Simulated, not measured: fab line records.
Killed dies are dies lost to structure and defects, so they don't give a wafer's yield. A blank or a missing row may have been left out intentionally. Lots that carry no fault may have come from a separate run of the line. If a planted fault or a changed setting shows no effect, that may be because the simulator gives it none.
Split-lot experiment / flow berkeleyCmos170 / route with 331 steps; 5 lots, 23 wafers read

## THE SPLIT
At UCB170_GATE_CVD_04 (deposits poly-Si from SiH4, time 1440 s, target thk 214 nm), the setting sih4FlowSccm was moved away from the recipe's 120 sccm on 20 of the 23 wafers read, by -14.5% to +4.1%. For the rest of the wafers, this setting stayed at what the recipe calls for.

## FROM THE SPLIT TO THE READING: what the file shows between them, 5 steps
- UCB170_GATE_THK_MEAS_05
- UCB170_GATE_SOFTBAKE_08: time 60 s (also split here: tempC)
- UCB170_GATE_EXPOSE_09: exposes mask POLY, target cd 350 nm
- UCB170_GATE_PEB_10
- UCB170_GATE_ETCH_14: etches BARC in N2/H2

## THE READING
oesProductAu, in a.u., at UCB170_GATE_ETCH_15 (etches poly-Si in HBr/Cl2, stops on SiO2, time 56.3 s, target depth 278.2 nm). Fault-free wafers of this fab line usually give 0.828 a.u., standard deviation 0.014 a.u.

wafer=L075.3; tool, chamber at the split=lpcvd-02, 0; sih4FlowSccm as run, sccm=120; against the recipe=recipe; oesProductAu, a.u.=0.822; against lot-mates on the recipe=-
wafer=L075.4; tool, chamber at the split=lpcvd-02, 0; sih4FlowSccm as run, sccm=120; against the recipe=recipe; oesProductAu, a.u.=0.820; against lot-mates on the recipe=-
wafer=L075.6; tool, chamber at the split=lpcvd-02, 0; sih4FlowSccm as run, sccm=120; against the recipe=recipe; oesProductAu, a.u.=0.827; against lot-mates on the recipe=-
wafer=L074.1; tool, chamber at the split=-, -; sih4FlowSccm as run, sccm=111; against the recipe=-7.5%; oesProductAu, a.u.=0.780; against lot-mates on the recipe=no lot-mate on the recipe
wafer=L074.2; tool, chamber at the split=-, -; sih4FlowSccm as run, sccm=111; against the recipe=-7.5%; oesProductAu, a.u.=0.780; against lot-mates on the recipe=no lot-mate on the recipe
wafer=L074.3; tool, chamber at the split=-, -; sih4FlowSccm as run, sccm=111; against the recipe=-7.5%; oesProductAu, a.u.=0.772; against lot-mates on the recipe=no lot-mate on the recipe
wafer=L074.4; tool, chamber at the split=-, -; sih4FlowSccm as run, sccm=111; against the recipe=-7.5%; oesProductAu, a.u.=0.782; against lot-mates on the recipe=no lot-mate on the recipe
wafer=L074.5; tool, chamber at the split=-, -; sih4FlowSccm as run, sccm=111; against the recipe=-7.5%; oesProductAu, a.u.=0.787; against lot-mates on the recipe=no lot-mate on the recipe
wafer=L080.1; tool, chamber at the split=-, -; sih4FlowSccm as run, sccm=109.5; against the recipe=-8.8%; oesProductAu, a.u.=0.787; against lot-mates on the recipe=no lot-mate on the recipe
wafer=L080.3; tool, chamber at the split=-, -; sih4FlowSccm as run, sccm=109.5; against the recipe=-8.8%; oesProductAu, a.u.=0.777; against lot-mates on the recipe=no lot-mate on the recipe
wafer=L080.4; tool, chamber at the split=-, -; sih4FlowSccm as run, sccm=109.5; against the recipe=-8.8%; oesProductAu, a.u.=0.773; against lot-mates on the recipe=no lot-mate on the recipe
wafer=L080.5; tool, chamber at the split=-, -; sih4FlowSccm as run, sccm=109.5; against the recipe=-8.8%; oesProductAu, a.u.=0.767; against lot-mates on the recipe=no lot-mate on the recipe
wafer=L080.6; tool, chamber at the split=-, -; sih4FlowSccm as run, sccm=109.5; against the recipe=-8.8%; oesProductAu, a.u.=0.772; against lot-mates on the recipe=no lot-mate on the recipe
wafer=L081.1; tool, chamber at the split=-, -; sih4FlowSccm as run, sccm=102.6; against the recipe=-14.5%; oesProductAu, a.u.=0.732; against lot-mates on the recipe=no lot-mate on the recipe
wafer=L081.2; tool, chamber at the split=-, -; sih4FlowSccm as run, sccm=102.6; against the recipe=-14.5%; oesProductAu, a.u.=0.763; against lot-mates on the recipe=no lot-mate on the recipe
wafer=L081.3; tool, chamber at the split=-, -; sih4FlowSccm as run, sccm=102.6; against the recipe=-14.5%; oesProductAu, a.u.=0.742; against lot-mates on the recipe=no lot-mate on the recipe
wafer=L081.4; tool, chamber at the split=-, -; sih4FlowSccm as run, sccm=102.6; against the recipe=-14.5%; oesProductAu, a.u.=0.763; against lot-mates on the recipe=no lot-mate on the recipe
wafer=L081.6; tool, chamber at the split=-, -; sih4FlowSccm as run, sccm=102.6; against the recipe=-14.5%; oesProductAu, a.u.=0.758; against lot-mates on the recipe=no lot-mate on the recipe
wafer=L083.1; tool, chamber at the split=-, -; sih4FlowSccm as run, sccm=124.9; against the recipe=+4.1%; oesProductAu, a.u.=0.857; against lot-mates on the recipe=no lot-mate on the recipe
wafer=L083.2; tool, chamber at the split=-, -; sih4FlowSccm as run, sccm=124.9; against the recipe=+4.1%; oesProductAu, a.u.=0.830; against lot-mates on the recipe=no lot-mate on the recipe
wafer=L083.4; tool, chamber at the split=-, -; sih4FlowSccm as run, sccm=124.9; against the recipe=+4.1%; oesProductAu, a.u.=0.854; against lot-mates on the recipe=no lot-mate on the recipe
wafer=L083.5; tool, chamber at the split=-, -; sih4FlowSccm as run, sccm=124.9; against the recipe=+4.1%; oesProductAu, a.u.=0.838; against lot-mates on the recipe=no lot-mate on the recipe
wafer=L083.6; tool, chamber at the split=-, -; sih4FlowSccm as run, sccm=124.9; against the recipe=+4.1%; oesProductAu, a.u.=0.864; against lot-mates on the recipe=no lot-mate on the recipe

FIT RESULTS
A straight line over all 23 wafers: oesProductAu changes by +0.00531 a.u. for each +1% of sih4FlowSccm; r = +0.96; the points scatter about the line by 0.01 a.u.
Too few moved wafers have a lot-mate on the recipe to fit a line with each lot's own level taken away.

## THE WHOLE CHAIN: every reading that the file lists as answering this split, in the file's order
step=UCB170_GATE_CVD_04; what it does=deposits poly-Si from SiH4, time 1440 s, target thk 214 nm; reading=poly-Si_of_GATE_CVD_04.thkNm (the simulator's own value, which no gauge read); change (the file's fit)=+1.94 nm for each +1% of the setting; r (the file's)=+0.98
step=UCB170_GATE_THK_MEAS_05; what it does=; reading=GATE_POLY_THK; change (the file's fit)=+1.93 for each +1% of the setting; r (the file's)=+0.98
step=UCB170_GATE_ETCH_15; what it does=etches poly-Si in HBr/Cl2, stops on SiO2, time 56.3 s, target depth 278.2 nm; reading=oesProductAu; change (the file's fit)=+0.00531 a.u. for each +1% of the setting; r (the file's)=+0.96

## THE FILE'S OWN FIT
oesProductAu changes by +0.00531 a.u. for each +1% of sih4FlowSccm, r = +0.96.
